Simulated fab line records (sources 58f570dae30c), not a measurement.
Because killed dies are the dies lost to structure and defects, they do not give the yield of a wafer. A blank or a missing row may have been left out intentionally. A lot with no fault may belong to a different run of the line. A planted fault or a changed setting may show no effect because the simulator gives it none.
Split-lot trial / flow berkeley_cmos170 / route with 331 steps; 5 lots, 17 wafers read

ABOUT THE SPLIT
At UCB170_M1_METAL_ETCH_12 (etches Al in Cl2/BCl3, stops on PSG, target depth 780 nm, time 130 s), the setting time_s was moved away from the recipe's 130 s on 6 of the 17 wafers read, by -13.1% to +9.1%. All remaining wafers had this setting at the recipe value.

The reading comes from the split's own step.

THE READING
KrF_of_M1_COAT_04.thk_nm (the simulator's own value, which no gauge read), in nm, at UCB170_M1_METAL_ETCH_12 (etches Al in Cl2/BCl3, stops on PSG, target depth 780 nm, time 130 s). No usual value for it is given in the file. Here, 11 wafers ran the recipe; their average is 437.1 nm with a standard deviation of 6.7 nm.

wafer=L075.2; tool, chamber at the split=rie_metal-01, 1; time_s as run, s=130; against the recipe=recipe; KrF_of_M1_COAT_04.thk_nm, nm=440.2; against lot-mates on the recipe=-
wafer=L075.3; tool, chamber at the split=rie_metal-01, 0; time_s as run, s=113; against the recipe=-13.1%; KrF_of_M1_COAT_04.thk_nm, nm=483.5; against lot-mates on the recipe=+43.3
wafer=L075.6; tool, chamber at the split=rie_metal-01, 0; time_s as run, s=113; against the recipe=-13.1%; KrF_of_M1_COAT_04.thk_nm, nm=483.2; against lot-mates on the recipe=+43.0
wafer=L077.2; tool, chamber at the split=rie_metal-04, 0; time_s as run, s=130; against the recipe=recipe; KrF_of_M1_COAT_04.thk_nm, nm=431.8; against lot-mates on the recipe=-
wafer=L077.5; tool, chamber at the split=rie_metal-04, 1; time_s as run, s=130; against the recipe=recipe; KrF_of_M1_COAT_04.thk_nm, nm=448.1; against lot-mates on the recipe=-
wafer=L077.6; tool, chamber at the split=rie_metal-04, 0; time_s as run, s=130; against the recipe=recipe; KrF_of_M1_COAT_04.thk_nm, nm=430; against lot-mates on the recipe=-
wafer=L076.3; tool, chamber at the split=rie_metal-03, 1; time_s as run, s=116.4; against the recipe=-10.5%; KrF_of_M1_COAT_04.thk_nm, nm=478.7; against lot-mates on the recipe=+48.0
wafer=L076.4; tool, chamber at the split=rie_metal-03, 1; time_s as run, s=130; against the recipe=recipe; KrF_of_M1_COAT_04.thk_nm, nm=429.6; against lot-mates on the recipe=-
wafer=L076.6; tool, chamber at the split=rie_metal-03, 1; time_s as run, s=130; against the recipe=recipe; KrF_of_M1_COAT_04.thk_nm, nm=431.8; against lot-mates on the recipe=-
wafer=L079.1; tool, chamber at the split=rie_metal-04, 1; time_s as run, s=130; against the recipe=recipe; KrF_of_M1_COAT_04.thk_nm, nm=442.4; against lot-mates on the recipe=-
wafer=L079.2; tool, chamber at the split=rie_metal-04, 0; time_s as run, s=141.8; against the recipe=+9.1%; KrF_of_M1_COAT_04.thk_nm, nm=393.3; against lot-mates on the recipe=-44.7
wafer=L079.3; tool, chamber at the split=rie_metal-04, 0; time_s as run, s=141.8; against the recipe=+9.1%; KrF_of_M1_COAT_04.thk_nm, nm=393.7; against lot-mates on the recipe=-44.3
wafer=L079.5; tool, chamber at the split=rie_metal-04, 1; time_s as run, s=141.8; against the recipe=+9.1%; KrF_of_M1_COAT_04.thk_nm, nm=403.6; against lot-mates on the recipe=-34.4
wafer=L079.6; tool, chamber at the split=rie_metal-04, 0; time_s as run, s=130; against the recipe=recipe; KrF_of_M1_COAT_04.thk_nm, nm=433.7; against lot-mates on the recipe=-
wafer=L084.1; tool, chamber at the split=rie_metal-04, 1; time_s as run, s=130; against the recipe=recipe; KrF_of_M1_COAT_04.thk_nm, nm=449.7; against lot-mates on the recipe=-
wafer=L084.3; tool, chamber at the split=rie_metal-04, 0; time_s as run, s=130; against the recipe=recipe; KrF_of_M1_COAT_04.thk_nm, nm=436.3; against lot-mates on the recipe=-
wafer=L084.6; tool, chamber at the split=rie_metal-04, 0; time_s as run, s=130; against the recipe=recipe; KrF_of_M1_COAT_04.thk_nm, nm=434.8; against lot-mates on the recipe=-

FIT RESULTS
A straight line over all 17 wafers: KrF_of_M1_COAT_04.thk_nm changes by -3.94 nm for each +1% of time_s; r = -0.97; the points scatter about the line by 6.6 nm.
The same after taking each lot's own level away (the mean of its wafers on the recipe; 17 wafers): -3.96 nm for each +1%; r = -0.97; scatter 6.7 nm.
On that fit, the largest move of time_s shifts the reading by 52 nm.
The span of the lots' own levels, 430.70 to 440.27 nm, comes to 1.4 times the standard deviation stated above.
Consequently the slope shifts little with the lot-to-lot level, the two slopes agreeing.
Check: +53 nm against its lot-mates is what the line predicts for one of the wafers moved furthest among these (-13.1%) when that wafer is left out of the fit. It came out at +43.3 nm against them.

ADDITIONAL SPLITS CARRIED BY THESE WAFERS
Note: prior to the reading, these wafers also went through further splits. Each is held against what the fit with the lots' levels taken away leaves over:
other split on the same wafers=UCB170_NSD_IMPLANT_08 dose_cm2; wafers away from the commonest value=6; r with KrF_of_M1_COAT_04.thk_nm (lot level and that fit taken away)=-0.04
other split on the same wafers=UCB170_SILICIDE_SPUTTER_01 power_w; wafers away from the commonest value=4; r with KrF_of_M1_COAT_04.thk_nm (lot level and that fit taken away)=+0.21
other split on the same wafers=UCB170_M1_SPUTTER_00 power_w; wafers away from the commonest value=2; r with KrF_of_M1_COAT_04.thk_nm (lot level and that fit taken away)=+0.01

THE FILE'S OWN FIT
KrF_of_M1_COAT_04.thk_nm changes by -4.06 nm for each +1% of time_s, r = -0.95.
